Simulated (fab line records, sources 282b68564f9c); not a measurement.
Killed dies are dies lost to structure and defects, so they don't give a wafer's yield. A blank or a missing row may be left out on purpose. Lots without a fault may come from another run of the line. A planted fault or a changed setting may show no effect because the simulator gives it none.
Which tool did it? | flow rit_cmos | 14 lots, 42 wafers sampled, at 5 steps of a route of 202

WHAT THE GAUGES READ, wafer by wafer
RIT_ACTIVE_BOW_MEAS_00. Usual: INCOMING_BOW 1 um, standard deviation 6.4.
lot  | measured    | on            | INCOMING_BOW (um) | flag
L818 | day 1 10:01 | film_metro-02 | -8 3 -9           |
L819 | day 1 15:01 | film_metro-03 | -1 -5 -3          |
L820 | day 1 20:00 | film_metro-03 | -5 -2 -3          |
L822 | day 2 06:01 | film_metro-03 | 11 16 -4          |
L826 | day 3 02:01 | film_metro-04 | -12 5 0           |
L827 | day 3 07:02 | film_metro-03 | 5 -3 16           |
L830 | day 3 22:02 | film_metro-03 | 1 -6 6            |
L833 | day 4 13:00 | film_metro-04 | 1 -6 2            |
L834 | day 4 18:00 | film_metro-02 | -6 9 -2           |
L836 | day 5 04:01 | film_metro-03 | 5 -8 5            |
L837 | day 5 09:00 | film_metro-02 | 1 -1 0            |
L839 | day 5 19:00 | film_metro-04 | 1 -3 2            |
L840 | day 6 00:01 | film_metro-04 | -3 9 -1           |
L841 | day 6 05:00 | film_metro-04 | 2 8 -8            |

RIT_PWELL_TW_MEAS_10. Usual: PWELL_TW 948, standard deviation 7.8.
lot  | measured    | on            | PWELL_TW    | flag
L818 | day 1 22:46 | film_metro-01 | 952 953 955 |
L819 | day 2 06:30 | film_metro-01 | 954 955 952 |
L820 | day 2 09:25 | film_metro-01 | 950 953 950 |
L822 | day 2 18:27 | film_metro-01 | 952 954 952 |
L826 | day 3 14:44 | film_metro-01 | 30 30 30    | OFF
L827 | day 3 19:42 | film_metro-01 | 30 30 30    | OFF
L830 | day 4 11:19 | film_metro-03 | 957 957 957 |
L833 | day 5 01:48 | film_metro-02 | 935 935 934 |
L834 | day 5 07:11 | film_metro-01 | 946 952 955 |
L836 | day 5 17:38 | film_metro-01 | 950 961 951 |
L837 | day 5 21:23 | film_metro-01 | 949 952 950 |
L839 | day 6 08:22 | film_metro-03 | 948 950 953 |
L840 | day 6 13:35 | film_metro-02 | 937 934 931 |
L841 | day 6 17:34 | film_metro-01 | 937 940 941 |

RIT_FOX2_THK_MEAS_91. Usual: FIELD_OXIDE_LEFT_2_THK 257 nm, standard deviation 6.2.
lot  | measured    | on            | FIELD_OXIDE_LEFT_2_THK (nm) | flag
L818 | day 2 08:11 | film_metro-04 | 251 255 257                 |
L819 | day 2 15:39 | film_metro-03 | 265 273 269                 |
L820 | day 2 18:33 | film_metro-04 | 259 263 259                 |
L822 | day 3 04:15 | film_metro-01 | 255 256 259                 |
L830 | day 4 20:37 | film_metro-03 | 263 263 257                 |
L833 | day 5 11:00 | film_metro-03 | 256 260 247                 |
L834 | day 5 16:25 | film_metro-01 | 253 256 258                 |
L836 | day 6 02:45 | film_metro-03 | 255 254 258                 |
L837 | day 6 07:36 | film_metro-03 | 258 261 256                 |
L839 | day 6 17:25 | film_metro-04 | 245 242 248                 |
L840 | day 6 22:39 | film_metro-03 | 252 262 246                 |
L841 | day 7 02:43 | film_metro-04 | 252 254 252                 |

WHICH TOOL RAN EACH LOT (tool, then ch and the chambers of the sampled wafers, then the start)
lot  | RIT_NWELL_STRIP_09                  | RIT_PWELL_STRIP_09
L818 | plasma_asher-03 ch 0,1, day 1 21:02 | plasma_asher-01 ch 0,1, day 1 22:35
L819 | plasma_asher-04 ch 0,1, day 2 04:35 | plasma_asher-02 ch 0, day 2 06:19
L820 | plasma_asher-04 ch 0,1, day 2 07:30 | plasma_asher-02 ch 0,1, day 2 09:14
L822 | plasma_asher-03 ch 0,1, day 2 16:43 | plasma_asher-02 ch 0,1, day 2 18:16
L826 | plasma_asher-01 ch 0,1, day 3 12:43 | plasma_asher-02 ch 0,1, day 3 14:32
L827 | plasma_asher-04 ch 0,1, day 3 17:53 | plasma_asher-02 ch 0,1, day 3 19:34
L830 | plasma_asher-04 ch 0,1, day 4 09:31 | plasma_asher-01 ch 0,1, day 4 11:11
L833 | plasma_asher-03 ch 0,1, day 4 23:51 | plasma_asher-02 ch 0,1, day 5 01:38
L834 | plasma_asher-03 ch 0,1, day 5 05:28 | plasma_asher-02 ch 0,1, day 5 07:01
L836 | plasma_asher-01 ch 0,1, day 5 15:53 | plasma_asher-02 ch 0,1, day 5 17:26
L837 | plasma_asher-01 ch 0,1, day 5 19:39 | plasma_asher-02 ch 0,1, day 5 21:12
L839 | plasma_asher-04 ch 1, day 6 06:37   | plasma_asher-02 ch 1, day 6 08:11
L840 | plasma_asher-03 ch 0,1, day 6 11:43 | plasma_asher-01 ch 0,1, day 6 13:25
L841 | plasma_asher-03 ch 0,1, day 6 15:43 | plasma_asher-03 ch 0,1, day 6 17:23
- RIT_NWELL_STRIP_09: strips in O2, time 180 s.
- RIT_PWELL_STRIP_09: strips in O2, time 180 s.

WHAT THE TOOLS THEMSELVES READ (means of the sampled wafers that have a number; where no wafer has one, the mark that the record gives instead)
RIT_NWELL_STRIP_09. Usual: chamber_pressure_mTorr 4000 mTorr, standard deviation 3.8; drypump_motor_current_A 5.7 A, standard deviation 0.44.
lot  | tool            | chamber_pressure_mTorr (mTorr) | drypump_motor_current_A (A) | flag
L818 | plasma_asher-03 | 3998                           | 5.7                         |
L819 | plasma_asher-04 | 3998                           | 5.4                         |
L820 | plasma_asher-04 | 4002                           | 5.4                         |
L822 | plasma_asher-03 | 3997                           | 5.9                         |
L826 | plasma_asher-01 | -                              | -                           | OFF
L827 | plasma_asher-04 | -                              | -                           | OFF
L830 | plasma_asher-04 | 4000                           | 5.2                         |
L833 | plasma_asher-03 | 4001                           | 5.9                         |
L834 | plasma_asher-03 | 4002                           | 5.9                         |
L836 | plasma_asher-01 | 3998                           | 6.1                         |
L837 | plasma_asher-01 | 4002                           | 6.1                         |
L839 | plasma_asher-04 | 3997                           | 4.9                         |
L840 | plasma_asher-03 | 3998                           | 5.9                         |
L841 | plasma_asher-03 | 4001                           | 5.7                         |

RIT_PWELL_STRIP_09. Usual: chamber_pressure_mTorr 4000 mTorr, standard deviation 3.8; drypump_motor_current_A 5.87 A, standard deviation 0.27.
lot  | tool            | chamber_pressure_mTorr (mTorr) | drypump_motor_current_A (A) | flag
L818 | plasma_asher-01 | 3999                           | 5.82                        |
L819 | plasma_asher-02 | 3998                           | 5.95                        |
L820 | plasma_asher-02 | 4000                           | 5.84                        |
L822 | plasma_asher-02 | 4002                           | 5.89                        |
L826 | plasma_asher-02 | 3999                           | 5.80                        |
L827 | plasma_asher-02 | 3997                           | 5.87                        |
L830 | plasma_asher-01 | 4005                           | 6.07                        |
L833 | plasma_asher-02 | 4002                           | 5.84                        |
L834 | plasma_asher-02 | 4002                           | 5.82                        |
L836 | plasma_asher-02 | 4002                           | 5.82                        |
L837 | plasma_asher-02 | 4001                           | 5.80                        |
L839 | plasma_asher-02 | 3998                           | 5.76                        |
L840 | plasma_asher-01 | 3998                           | 5.82                        |
L841 | plasma_asher-03 | 3997                           | 5.68                        |

THE ANSWER, worked out from the rows above alone
Rule: a lot is off if the mean of its wafers that have a number lies more than 3 standard deviations from the usual mean. A lot without any number at a reading at which 4 lots or more have one is off too. The other lots that the step has rows for count as sound. The gauges are gone through in route order, then the tools' own readings, and for those a lot's mean is taken as printed above. The first step at which some lot is off is used, and at that step the reading that is off furthest; a lot without a number counts as furthest.
Off: L826, L827, at RIT_PWELL_TW_MEAS_10 (PWELL_TW).
A tool fits if, at a process step before that reading, it ran every lot that is off, and no sound lot after the first of them. The gauges at RIT_PWELL_TW_MEAS_10 aren't tried: what is off there is off at RIT_NWELL_STRIP_09 too, on other tools, and a gauge's error can't cause that. None of those tried fits.

WHAT THE SIMULATOR HAD PUT IN
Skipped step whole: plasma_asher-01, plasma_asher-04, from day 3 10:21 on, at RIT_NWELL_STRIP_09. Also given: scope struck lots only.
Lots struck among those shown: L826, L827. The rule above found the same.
